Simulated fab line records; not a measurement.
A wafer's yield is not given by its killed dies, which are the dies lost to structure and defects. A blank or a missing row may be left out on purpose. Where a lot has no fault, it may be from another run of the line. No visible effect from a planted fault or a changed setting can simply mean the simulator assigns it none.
Which tool was responsible?	flow berkeley-cmos170	14 lots with 42 wafers sampled at 6 steps, on a route of 331 steps

WHAT THE GAUGES READ, wafer by wafer
UCB170_PSD_OVL_MEAS_07. Usual: PSD_OVL -3 nm, standard deviation 5.1.
lot	measured	on	PSD_OVL (nm)	flag
L163	day 8 18:41	overlay-01	2 2 3	
L164	day 9 13:16	overlay-02	-4 1 -8	
L165	day 9 13:34	overlay-01	-3 -2 0	
L169	day 10 06:01	overlay-01	-6 -4 -5	
L172	day 11 03:22	overlay-01	-3 -2 3	
L171	day 11 03:38	overlay-02	0 -1 -2	
L170	day 11 03:45	overlay-01	8 4 10	
L173	day 12 01:41	overlay-02	-3 -4 -5	
L174	day 12 02:14	overlay-02	-8 -9 -11	
L178	day 12 09:38	overlay-02	-12 -7 -8	
L179	day 13 01:30	overlay-01	7 -2 -4	
L180	day 13 10:04	overlay-02	-2 -2 -12	
L185	day 13 23:31	overlay-01	-1 -1 3	
L183	day 14 00:07	overlay-02	0 -4 -1	

UCB170_PSD_TW_MEAS_10. Usual: PSD_TW 2302, standard deviation 12.
lot	measured	on	PSD_TW	flag
L163	day 8 18:58	film-metro-03	2296 2292 2300	
L164	day 9 13:33	film-metro-02	2304 2305 2290	
L165	day 9 13:50	film-metro-03	2280 2289 2287	
L169	day 10 06:19	film-metro-03	2301 2297 2281	
L172	day 11 03:40	film-metro-03	2305 2306 2304	
L171	day 11 03:56	film-metro-02	2315 2304 2320	
L170	day 11 04:02	film-metro-03	2298 2321 2309	
L173	day 12 01:58	film-metro-03	2322 2315 2306	
L174	day 12 02:31	film-metro-02	2317 2309 2318	
L178	day 12 09:55	film-metro-02	2320 2311 2307	
L179	day 13 01:47	film-metro-01	2291 2290 2284	
L180	day 13 10:22	film-metro-02	2314 2320 2308	
L185	day 13 23:47	film-metro-01	2292 2280 2280	
L183	day 14 00:25	film-metro-03	2294 2296 2288	

UCB170_NSD_OVL_MEAS_07. Usual: NSD_OVL -5 nm, standard deviation 6.1.
lot	measured	on	NSD_OVL (nm)	flag
L163	day 8 20:35	overlay-02	3 7 13	
L164	day 9 18:58	overlay-02	4 -6 8	
L165	day 9 19:11	overlay-01	-6 -12 -13	
L169	day 10 10:07	overlay-01	2 -5 4	
L172	day 11 05:11	overlay-01	-11 -8 -8	
L171	day 11 05:27	overlay-01	-16 -14 -12	
L170	day 11 05:44	overlay-02	-1 -11 -2	
L173	day 12 06:48	overlay-01	-15 -20 -16	
L174	day 12 06:29	overlay-02	-2 5 -4	
L178	day 12 12:40	overlay-02	-7 -12 -10	
L179	day 13 03:06	overlay-02	1 -2 -9	
L180	day 13 13:27	overlay-01	-6 -11 -8	
L185	day 14 01:15	overlay-01	-10 -7 -6	
L183	day 14 02:03	overlay-01	-8 -8 -5	

UCB170_SILICIDE_RS_MEAS_02: the measuring method here is four-point-probe. Usual: SILICIDE_TI_RS 26.0 ohm/sq, standard deviation 0.36.
lot	measured	on	SILICIDE_TI_RS (ohm/sq)	flag
L163	day 8 22:40	film-metro-04	25.7 25.3 25.6	
L164	day 9 20:55	film-metro-03	26.1 26.0 26.1	
L165	day 9 21:08	film-metro-01	26.6 26.0 25.7	
L169	day 10 12:20	film-metro-03	26.5 26.4 26.3	
L172	day 11 07:28	film-metro-04	25.6 25.4 25.4	
L171	day 11 07:38	film-metro-01	25.8 26.0 25.8	
L170	day 11 11:37	film-metro-04	17.0 17.1 17.2	OFF
L173	day 12 08:55	film-metro-03	17.2 16.9 17.1	OFF
L174	day 12 08:26	film-metro-04	26.7 26.0 26.2	
L178	day 12 14:52	film-metro-01	26.2 25.8 26.0	
L179	day 13 05:03	film-metro-04	25.6 25.3 25.3	
L180	day 13 16:05	film-metro-01	25.8 26.2 26.2	
L185	day 14 06:42	film-metro-04	25.7 26.0 26.4	
L183	day 14 06:25	film-metro-01	26.5 26.5 26.8	

UCB170_SILICIDE_THK_MEAS_03: measures by xrf. Usual: SILICIDE_TI_THK 30.3 nm, standard deviation 0.42.
lot	measured	on	SILICIDE_TI_THK (nm)	flag
L163	day 8 22:46	film-metro-04	30.8 31.1 30.8	
L164	day 9 21:02	film-metro-03	30.0 30.0 29.9	
L165	day 9 21:15	film-metro-01	29.5 30.1 30.4	
L169	day 10 12:27	film-metro-03	29.8 29.8 29.8	
L172	day 11 07:34	film-metro-04	31.0 30.9 31.1	
L171	day 11 07:45	film-metro-01	30.6 30.5 30.5	
L170	day 11 11:44	film-metro-04	43.9 43.9 43.4	OFF
L173	day 12 09:02	film-metro-03	43.0 43.5 43.0	OFF
L174	day 12 08:34	film-metro-04	29.7 30.5 30.2	
L178	day 12 14:59	film-metro-01	30.0 30.6 30.2	
L179	day 13 05:10	film-metro-04	30.7 31.2 31.1	
L180	day 13 16:11	film-metro-01	30.6 30.0 30.2	
L185	day 14 06:49	film-metro-04	30.7 30.3 30.1	
L183	day 14 06:32	film-metro-01	29.8 30.0 29.7	

WHICH TOOL RAN EACH LOT (tool, then ch and the chambers of the sampled wafers, then the start)
lot	UCB170_SILICIDE_SPUTTER_01
L163	pvd-sputter-02, day 8 22:37
L164	pvd-sputter-01, day 9 20:53
L165	pvd-sputter-04, day 9 21:06
L169	pvd-sputter-01, day 10 12:17
L172	pvd-sputter-02, day 11 07:25
L171	pvd-sputter-01, day 11 07:36
L170	pvd-sputter-01, day 11 11:35
L173	pvd-sputter-01, day 12 08:53
L174	pvd-sputter-04, day 12 08:25
L178	pvd-sputter-02, day 12 14:50
L179	pvd-sputter-02, day 13 05:01
L180	pvd-sputter-02, day 13 16:01
L185	pvd-sputter-04, day 14 06:40
L183	pvd-sputter-02, day 14 06:11
- UCB170_SILICIDE_SPUTTER_01: material Ti, target thk 30 nm, time 25 s.

WHAT THE TOOLS THEMSELVES READ (means of the sampled wafers that have a number; where no wafer has one, the mark that the record gives instead)
UCB170_SILICIDE_SPUTTER_01. Usual: 30.0 % for throttle-valve-pct, sd 0.77.
lot	tool	throttle-valve-pct (%)	flag
L163	pvd-sputter-02	29.7	
L164	pvd-sputter-01	30.2	
L165	pvd-sputter-04	29.3	
L169	pvd-sputter-01	30.0	
L172	pvd-sputter-02	29.7	
L171	pvd-sputter-01	30.6	
L170	pvd-sputter-01	30.3	
L173	pvd-sputter-01	30.2	
L174	pvd-sputter-04	29.3	
L178	pvd-sputter-02	29.4	
L179	pvd-sputter-02	29.8	
L180	pvd-sputter-02	29.8	
L185	pvd-sputter-04	29.3	
L183	pvd-sputter-02	30.3	

THE ANSWER, worked out from the rows above alone
Rule: take the mean of a lot's wafers that have a number; if it is more than 3 standard deviations from the usual mean, the lot is off. A lot without any number at a reading at which 4 lots or more have one is off too. The other lots that the step has rows for count as sound. Order of review: gauges by route order, followed by the tools' own readings, for which a lot's mean as printed above is used. At the first step where some lot is off, the reading lying furthest off is the one used; lots without a number count as furthest.
Off: L170, L173, at UCB170_SILICIDE_RS_MEAS_02 (SILICIDE_TI_RS).
If a tool, at a process step before that reading, ran all the lots that are off and no sound lot after the first of them, it fits. Gauges at UCB170_SILICIDE_RS_MEAS_02: tried the same way as those tools. One candidate fits, namely pvd-sputter-01 at UCB170_SILICIDE_SPUTTER_01. Its last sound lot is L171 (day 11 07:36), its first lot that is off L170 (day 11 11:35): a fault that began between those two fits.

WHAT THE SIMULATOR HAD INSERTED
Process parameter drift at UCB170_SILICIDE_SPUTTER_01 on pvd-sputter-01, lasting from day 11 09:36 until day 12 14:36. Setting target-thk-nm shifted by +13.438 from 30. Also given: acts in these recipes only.
Lots struck among those shown: L170, L173. The rule above found the same.
